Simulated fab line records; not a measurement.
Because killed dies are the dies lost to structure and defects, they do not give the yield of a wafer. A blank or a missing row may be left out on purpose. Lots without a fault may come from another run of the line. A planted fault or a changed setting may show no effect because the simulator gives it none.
fab line records | flow berkeleyCmos170
record lots=6 | wafers=18 | lastDay=11
route steps=331 shown GATE@136 PLDD@145
lots that met no fault: from a run of the same line without faults
startH: start of the lot's first displayed wafer, in hours after the record's first day | waitH: hours elapsed since this lot's preceding step | " identical to the entry in the row above | L1.1+2: several wafers, shown together as one row | - either no value or no given start | * or withheld: withheld | < > ~ a bound
route shown NAME@n: NAME is a module with steps in the file, n the number in the route of the first one | usual: mean/standard deviation of fault-free wafers | same: alike in all rows | chamber/n: place in a boat | sites: each site's reading | _std_site: standard deviation across them | _edge_site: the outer-site mean with the inner-site mean subtracted | radiusMm: for every site, how far away it sits from the centre of the wafer | mask NAME#n: copy n | behind: the most recent tool/chamber to have shaped the wafer | hold: what put the lot on hold/how long, in hours/how the hold closed | device: which transistor (n, p or np) failed to switch | end of line: the route-end tests of the same wafers | for a step that has no rows: nothing shown but its recipe | killed: count of dies lost to structure and defects at first sort (not the wafer's yield) | map: shows each die of a wafer: x if killed, . if not, _ if none is there
set.NAME: setting as actually run; set.NAME@STEP: the setting as run at that earlier step | model.NAME: the simulator's own value behind a step, which no gauge read
lots at some steps of the route; a table a step, a row a wafer
services: the hour from which a tool's chamber was out of use, counted from the record's first day as startH (under 0 if before that day), plus the number of hours and why
## steps
# step UCB170_GATE_PEB_10
# recipe pebTempC=128.9 | pebTimeS=withheld | resist=KrF
# step UCB170_GATE_DEVELOP_11
# recipe developer=TMAH | developTimeS=45 | resist=KrF | devTempC=21
# step UCB170_GATE_CD_MEAS_12
# recipe targetCdNm=350
# usual cdNm=349.5/1.5
lot.wafer | tool     | chamber | startH | waitH | cdNm
L400.4    | cdSem-02 | -       | 135.65 | -     | 352.1
L400.5    | "        | -       | "      | "     | 351.3
L400.6    | "        | -       | "      | "     | 351.2
L407.2    | cdSem-01 | -       | 159.91 | -     | 348.8
L407.5    | "        | -       | "      | "     | 348.5
L407.6    | "        | -       | "      | "     | 348.4
L408.1    | cdSem-01 | -       | 167.03 | -     | 350.6
L408.2    | "        | -       | "      | "     | 351.3
L408.3    | "        | -       | "      | "     | 351.0
L417.1    | cdSem-01 | -       | 213.01 | -     | 349.3
L417.2    | "        | -       | "      | "     | 349.0
L417.6    | "        | -       | "      | "     | 348.6
L418.1    | cdSem-01 | -       | 222.20 | -     | 350.3
L418.4    | "        | -       | "      | "     | 349.3
L418.5    | "        | -       | "      | "     | 349.7
L420.2    | cdSem-02 | -       | 231.92 | -     | 351.5
L420.5    | "        | -       | "      | "     | 352.2
L420.6    | "        | -       | "      | "     | 353.0
# step UCB170_GATE_OVL_MEAS_13
# usual GATE_OVL=2/4.8
lot.wafer | tool       | chamber | startH | waitH | GATE_OVL[nm]
L400.4    | overlay-02 | -       | 135.73 | 0.1   | 8
L400.5    | "          | -       | "      | "     | 4
L400.6    | "          | -       | "      | "     | 4
L407.2    | overlay-01 | -       | 160.01 | 0.1   | 7
L407.5    | "          | -       | "      | "     | -9
L407.6    | "          | -       | "      | "     | -1
L408.1    | overlay-01 | -       | 167.15 | 0.1   | -1
L408.2    | "          | -       | "      | "     | 11
L408.3    | "          | -       | "      | "     | 5
L417.1    | overlay-02 | -       | 213.13 | 0.1   | 7
L417.2    | "          | -       | "      | "     | 0
L417.6    | "          | -       | "      | "     | 1
L418.1    | overlay-01 | -       | 222.32 | 0.1   | 4
L418.4    | "          | -       | "      | "     | -2
L418.5    | "          | -       | "      | "     | 8
L420.2    | overlay-02 | -       | 232.03 | 0.1   | 7
L420.5    | "          | -       | "      | "     | -2
L420.6    | "          | -       | "      | "     | 9
# step UCB170_GATE_ETCH_14
# recipe chemistry=N2/H2 | targetDepthA=withheld | overetchA=withheld | target=BARC | timeS=withheld | sourceW=500 | biasW=100 | pressureMtorr=30 | n2FlowSccm=100 | h2FlowSccm=200
# usual drypumpMotorCurrentA=5.9/0.45 | oesProductAu=1.000/0.015 | throttleValvePct=13.33/0.15
lot.wafer | tool       | chamber | startH | waitH | drypumpMotorCurrentA | oesProductAu | throttleValvePct
L400.4    | rieDiel-03 | 3       | 135.74 | 0.0   | 5.3                  | 0.978        | 13.18
L400.5    | "          | 1       | "      | "     | 5.3                  | 1.007        | 13.34
L400.6    | "          | 0       | "      | "     | 5.8                  | 1.020        | 13.39
L407.2    | rieDiel-03 | 0       | 160.04 | 0.0   | 5.8                  | 1.017        | 13.39
L407.5    | "          | 0       | "      | "     | 5.8                  | 1.020        | 13.37
L407.6    | "          | 1       | "      | "     | 5.4                  | 1.008        | 13.37
L408.1    | rieDiel-01 | 1       | 167.18 | 0.0   | 5.9                  | 1.023        | 13.26
L408.2    | "          | 3       | "      | "     | 6.5                  | 0.991        | 13.34
L408.3    | "          | 0       | "      | "     | 5.7                  | 0.979        | 13.56
L417.1    | rieDiel-01 | 3       | 213.16 | 0.0   | 6.5                  | 0.998        | 13.35
L417.2    | "          | 0       | "      | "     | 5.7                  | 0.979        | 13.58
L417.6    | "          | 1       | "      | "     | 5.8                  | 1.025        | 13.26
L418.1    | rieDiel-01 | 3       | 222.35 | 0.0   | 6.5                  | 1.005        | 13.35
L418.4    | "          | 0       | "      | "     | 5.7                  | 0.971        | 13.58
L418.5    | "          | 0       | "      | "     | 5.6                  | 0.967        | 13.56
L420.2    | rieDiel-03 | 0       | 232.06 | 0.0   | 5.8                  | 1.022        | 13.39
L420.5    | "          | 1       | "      | "     | 5.4                  | 1.009        | 13.36
L420.6    | "          | 0       | "      | "     | 5.8                  | 1.024        | 13.40
# step UCB170_GATE_ETCH_15
# recipe chemistry=HBr/Cl2 | target=poly-Si | stopOn=SiO2 | overEtchFrac=0.3 | icpW=300 | biasW=150 | timeS=56.3 | pressureMtorr=15 | HBr_flow_sccm=150 | Cl2_flow_sccm=50 | targetDepthA=2782
# usual drypumpMotorCurrentA=5.8/0.42 | oesProductAu=0.826/0.016 | throttleValvePct=26.45/0.21
lot.wafer | tool     | chamber | startH | waitH | drypumpMotorCurrentA | oesProductAu | rfHoursCounterH | throttleValvePct
L400.4    | rieSi-02 | 2       | 135.79 | -     | 5.5                  | 0.811        | 91              | 26.44
L400.5    | "        | 2       | "      | "     | 5.6                  | 0.809        | -               | 26.44
L400.6    | "        | 1       | "      | "     | 5.9                  | 0.840        | -               | 26.27
L407.2    | rieSi-02 | 2       | 160.08 | -     | 5.6                  | 0.816        | 91              | 26.45
L407.5    | "        | 3       | "      | "     | 5.9                  | 0.853        | -               | 26.64
L407.6    | "        | 0       | "      | "     | 5.2                  | 0.814        | -               | 25.98
L408.1    | rieSi-01 | 3       | 167.23 | -     | 5.5                  | 0.815        | 2               | 26.67
L408.2    | "        | 2       | "      | "     | 6.5                  | 0.810        | 9               | 26.41
L408.3    | "        | 0       | "      | "     | 5.3                  | 0.828        | 0               | 26.50
L417.1    | rieSi-02 | 3       | 213.20 | -     | 5.9                  | 0.856        | 38              | 26.64
L417.2    | "        | 0       | "      | "     | 5.2                  | 0.800        | 28              | 25.97
L417.6    | "        | 3       | "      | "     | 5.9                  | 0.851        | -               | 26.65
L418.1    | rieSi-01 | 1       | 222.40 | -     | 6.1                  | 0.842        | 1               | 26.62
L418.4    | "        | 3       | "      | "     | 5.5                  | 0.826        | 2               | 26.66
L418.5    | "        | 0       | "      | "     | 5.3                  | 0.834        | -               | 26.51
L420.2    | rieSi-01 | 0       | 232.10 | -     | 5.3                  | 0.842        | 0               | 26.50
L420.5    | "        | 1       | "      | "     | 6.1                  | 0.848        | -               | 26.61
L420.6    | "        | 2       | "      | "     | 6.6                  | 0.815        | -               | 26.42
# step UCB170_GATE_STRIP_16
# recipe chemistry=O2 | powerW=400 | pressureMtorr=3500 | platenTempC=withheld | o2FlowSccm=400 | overashFraction=0.5
# usual drypumpMotorCurrentA=5.7/0.41 | oesProductAu=0.724/0.0044
lot.wafer | tool           | chamber | startH | waitH | drypumpMotorCurrentA | oesProductAu | rfHoursCounterH
L400.4    | plasmaAsher-04 | 0       | 135.87 | 0.1   | 4.9                  | 0.719        | -
L400.5    | "              | 1       | "      | "     | 5.4                  | 0.724        | -
L400.6    | "              | 0       | "      | "     | 4.9                  | 0.722        | -
L407.2    | plasmaAsher-03 | 0       | 160.13 | 0.0   | 5.6                  | 0.728        | 5
L407.5    | "              | 1       | "      | "     | 5.6                  | 0.725        | -
L407.6    | "              | 0       | "      | "     | 5.6                  | 0.719        | -
L408.1    | plasmaAsher-02 | 1       | 167.27 | 0.0   | 5.8                  | 0.719        | 46
L408.2    | "              | 0       | "      | "     | 6.3                  | 0.729        | 46
L408.3    | "              | 1       | "      | "     | 5.8                  | 0.723        | -
L417.1    | plasmaAsher-03 | 1       | 213.25 | 0.0   | 5.6                  | 0.717        | 10
L417.2    | "              | 0       | "      | "     | 5.6                  | 0.723        | 10
L417.6    | "              | 0       | "      | "     | 5.6                  | 0.723        | -
L418.1    | plasmaAsher-02 | 0       | 222.44 | 0.0   | 6.3                  | 0.722        | 52
L418.4    | "              | 0       | "      | "     | 6.3                  | 0.731        | -
L418.5    | "              | 0       | "      | "     | 6.3                  | 0.735        | -
L420.2    | plasmaAsher-04 | 0       | 232.15 | 0.0   | 4.9                  | 0.716        | 50
L420.5    | "              | 1       | "      | "     | 5.4                  | 0.717        | -
L420.6    | "              | 0       | "      | "     | 4.9                  | 0.723        | -
# step UCB170_GATE_CD_MEAS_90
# recipe targetCdNm=350
# usual cdNm=349.4/1.6
lot.wafer | tool     | chamber | startH | waitH | cdNm
L400.4    | cdSem-01 | -       | 136.00 | 0.1   | 352.4
L400.5    | "        | -       | "      | "     | 351.8
L400.6    | "        | -       | "      | "     | 350.5
L407.2    | cdSem-02 | -       | 160.25 | 0.1   | 349.6
L407.5    | "        | -       | "      | "     | 348.0
L407.6    | "        | -       | "      | "     | 348.3
L408.1    | cdSem-02 | -       | 167.37 | 0.1   | 350.2
L408.2    | "        | -       | "      | "     | 350.7
L408.3    | "        | -       | "      | "     | 350.8
L417.1    | cdSem-01 | -       | 213.35 | 0.1   | 349.2
L417.2    | "        | -       | "      | "     | 349.0
L417.6    | "        | -       | "      | "     | 347.8
L418.1    | cdSem-02 | -       | 222.65 | 0.2   | 350.3
L418.4    | "        | -       | "      | "     | 349.1
L418.5    | "        | -       | "      | "     | 350.1
L420.2    | cdSem-01 | -       | 232.27 | 0.1   | 351.2
L420.5    | "        | -       | "      | "     | 352.4
L420.6    | "        | -       | "      | "     | 351.9
# step UCB170_GATE_CLEAN_17
# recipe chemistry=SPM | tempC=120 | timeS=600
# step UCB170_PLDD_HMDS_00
# recipe primeTimeS=60 | primeTempC=100
# step UCB170_PLDD_COAT_01
# recipe resist=KrF | spinRpm=1500 | resistThkNm=900
# step UCB170_PLDD_SOFTBAKE_02
# recipe resist=KrF | tempC=130 | timeS=60
# step UCB170_PLDD_EXPOSE_03
# recipe maskId=PSELECT | na=0.5 | sigmaOuter=0.6 | sourceShape=conventional | targetCdNm=1200 | doseMj=30
# usual exposureDoseMJCm2=29.975/0.029 | focusOffsetNm=0.0/0.47 | na=0.5/0 | sigmaOuter=0.6/0
lot.wafer | tool          | chamber | startH | waitH | mask      | exposureDoseMJCm2 | focusOffsetNm | na  | sigmaOuter
L400.4    | krfScanner-02 | 0       | 136.98 | 0.2   | PSELECT#0 | 29.965            | 0.3           | 0.5 | 0.6
L400.5    | "             | 0       | "      | "     | PSELECT#0 | 30.008            | 0.0           | 0.5 | 0.6
L400.6    | "             | 0       | "      | "     | PSELECT#0 | 29.963            | -0.6          | 0.5 | 0.6
L407.2    | krfScanner-02 | -       | 161.01 | 0.1   | PSELECT#0 | -                 | -             | -   | -
L407.5    | "             | -       | "      | "     | PSELECT#0 | -                 | -             | -   | -
L407.6    | "             | -       | "      | "     | PSELECT#0 | -                 | -             | -   | -
L408.1    | krfScanner-01 | -       | 168.24 | 0.2   | PSELECT#0 | -                 | -             | -   | -
L408.2    | "             | -       | "      | "     | PSELECT#0 | -                 | -             | -   | -
L408.3    | "             | -       | "      | "     | PSELECT#0 | -                 | -             | -   | -
L417.1    | krfScanner-02 | 0       | 214.70 | 0.5   | PSELECT#0 | 29.980            | 0.6           | 0.5 | 0.6
L417.2    | "             | 0       | "      | "     | PSELECT#0 | 30.001            | -0.1          | 0.5 | 0.6
L417.6    | "             | 0       | "      | "     | PSELECT#0 | 29.966            | -0.9          | 0.5 | 0.6
L418.1    | krfScanner-01 | 0       | 223.57 | 0.2   | PSELECT#0 | 29.975            | 0.6           | 0.5 | 0.6
L418.4    | "             | 0       | "      | "     | PSELECT#0 | 29.951            | 0.6           | 0.5 | 0.6
L418.5    | "             | 0       | "      | "     | PSELECT#0 | 29.947            | 0.1           | 0.5 | 0.6
L420.2    | krfScanner-01 | 0       | 233.15 | 0.2   | PSELECT#0 | 30.018            | -0.2          | 0.5 | 0.6
L420.5    | "             | 0       | "      | "     | PSELECT#0 | 30.006            | -0.6          | 0.5 | 0.6
L420.6    | "             | 0       | "      | "     | PSELECT#0 | 30.054            | -0.1          | 0.5 | 0.6
# step UCB170_PLDD_PEB_04
# recipe pebTempC=130 | pebTimeS=withheld | resist=KrF
## services
tool           | chamber | startH | hours | kind
krfScanner-02  | 0       | 114.86 | -     | calibration
krfScanner-01  | 0       | 115.25 | -     | calibration
plasmaAsher-03 | 0       | 117.84 | -     | clean
plasmaAsher-03 | 1       | 117.84 | -     | clean
krfScanner-01  | -       | 118.36 | 0.5   | repair
rieSi-01       | 0       | 122.73 | -     | clean
rieSi-01       | 0       | 122.73 | 17.0  | scheduledDown
rieSi-01       | 0       | 122.73 | 17.0  | ventCycle
krfScanner-01  | -       | 128.20 | 0.4   | repair
krfScanner-01  | -       | 139.13 | 1.3   | pm
krfScanner-02  | -       | 155.64 | 4.4   | pm
rieSi-01       | 2       | 156.07 | 4.5   | repair
rieDiel-03     | 3       | 161.35 | 12.1  | repair
rieDiel-03     | 2       | 184.07 | -     | clean
rieDiel-03     | 2       | 184.07 | 16.9  | scheduledDown
rieDiel-03     | 2       | 184.07 | 16.9  | ventCycle
plasmaAsher-04 | -       | 187.11 | 9.0   | repair
krfScanner-01  | -       | 189.05 | 1.0   | pm
krfScanner-02  | -       | 203.03 | 1.3   | pm
krfScanner-01  | -       | 210.41 | 1.0   | repair
## key
firstSign step=UCB170_PLDD_EXPOSE_03 | reading=toolRecord | direction=missing
effect none on later readings
metAt UCB170_PLDD_EXPOSE_03
struckWafers L407.2,L407.5,L407.6,L408.1,L408.2,L408.3
sortLeftOut L407.2,L407.5,L407.6,L408.1,L408.2,L408.3
testerLeftOut L407,L408
onsetBetween 136.98 161.01
fault kind=skippedStepWhole | tool=krfScanner-01,krfScanner-02 | chamber=- | onsetH=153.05 | steps=UCB170_PLDD_EXPOSE_03 | scope=struckLotsOnly
# testerLeftOut: of these lots the tester's yield and bins aren't shown, on N5 and GAA mostly nor the transistor test; their killed dies are dies lost to structure and defects alone, not to doping, threshold or leakage, so they don't give the yield
# sortLeftOut: the simulated sort isn't trusted on such a fault, so these wafers' sort isn't shown, and their yield isn't known
